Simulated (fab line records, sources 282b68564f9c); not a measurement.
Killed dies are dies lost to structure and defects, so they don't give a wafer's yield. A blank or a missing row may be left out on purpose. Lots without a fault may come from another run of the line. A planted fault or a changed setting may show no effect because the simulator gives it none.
Which tool did it? | flow rit_cmos | 14 lots, 42 wafers sampled, at 1 step of a route of 202

WHAT THE GAUGES READ, wafer by wafer
The record holds no reading of a measuring or inspecting step that can be judged against a usual standard deviation.

WHICH TOOL RAN EACH LOT (tool, then ch and the chambers of the sampled wafers, then the start)
lot  | RIT_ACTIVE_OXIDATION_01
L915 | furnace-03 ch 0, day 1 10:07
L916 | furnace-01 ch 0, day 1 15:07
L917 | furnace-01 ch 0, day 1 20:07
L918 | furnace-04 ch 0, day 2 01:07
L927 | furnace-04, day 3 22:12
L928 | furnace-01, day 4 03:07
L930 | furnace-04 ch 0, day 4 13:07
L931 | furnace-01 ch 0, day 4 18:07
L932 | furnace-04 ch 0, day 4 23:07
L933 | furnace-03 ch 0, day 5 04:07
L934 | furnace-01 ch 0, day 5 09:07
L936 | furnace-03 ch 0, day 5 19:07
L937 | furnace-03 ch 0, day 6 00:07
L938 | furnace-04 ch 0, day 6 05:07
- RIT_ACTIVE_OXIDATION_01: target thk 46.8 nm, ox time 3360 s.

WHAT THE TOOLS THEMSELVES READ (means of the sampled wafers that have a number; where no wafer has one, the mark that the record gives instead)
RIT_ACTIVE_OXIDATION_01. Usual: ox_temp_c 1000.0 C, standard deviation 0.49; ox_temp_c_max 1005.3, standard deviation 1.1; tube_center_temp_C_max 1002.5, standard deviation 0.45.
lot  | tool       | ox_temp_c (C) | ox_temp_c_max | tube_center_temp_C_max | flag
L915 | furnace-03 | 999.7         | 1005.3        | 1003.1                 |
L916 | furnace-01 | 1000.4        | 1005.3        | 1002.9                 |
L917 | furnace-01 | 1000.7        | 1005.4        | 1002.6                 |
L918 | furnace-04 | 1000.3        | 1004.6        | 1002.5                 |
L927 | furnace-04 | -             | -             | -                      | OFF
L928 | furnace-01 | -             | -             | -                      | OFF
L930 | furnace-04 | 999.3         | 1004.0        | 1002.4                 |
L931 | furnace-01 | 1000.1        | 1006.0        | 1002.6                 |
L932 | furnace-04 | 1000.0        | 1004.4        | 1003.4                 |
L933 | furnace-03 | 999.5         | 1005.4        | 1002.8                 |
L934 | furnace-01 | 1000.0        | 1005.0        | 1002.4                 |
L936 | furnace-03 | 999.8         | 1005.0        | 1002.4                 |
L937 | furnace-03 | 1000.2        | 1006.0        | 1002.5                 |
L938 | furnace-04 | 999.4         | 1003.8        | 1002.7                 |

THE ANSWER, worked out from the rows above alone
Rule: a lot is off if the mean of its wafers that have a number lies more than 3 standard deviations from the usual mean. A lot without any number at a reading at which 4 lots or more have one is off too. The other lots that the step has rows for count as sound. The gauges are gone through in route order, then the tools' own readings, and for those a lot's mean is taken as printed above. The first step at which some lot is off is used, and at that step the reading that is off furthest; a lot without a number counts as furthest.
Off: L927, L928, at RIT_ACTIVE_OXIDATION_01 (ox_temp_c). Without a number there: L927, L928.
A tool fits if, at that step or a process step before it, it ran every lot that is off, and no sound lot after the first of them. None of those tried fits.

WHAT THE SIMULATOR HAD PUT IN
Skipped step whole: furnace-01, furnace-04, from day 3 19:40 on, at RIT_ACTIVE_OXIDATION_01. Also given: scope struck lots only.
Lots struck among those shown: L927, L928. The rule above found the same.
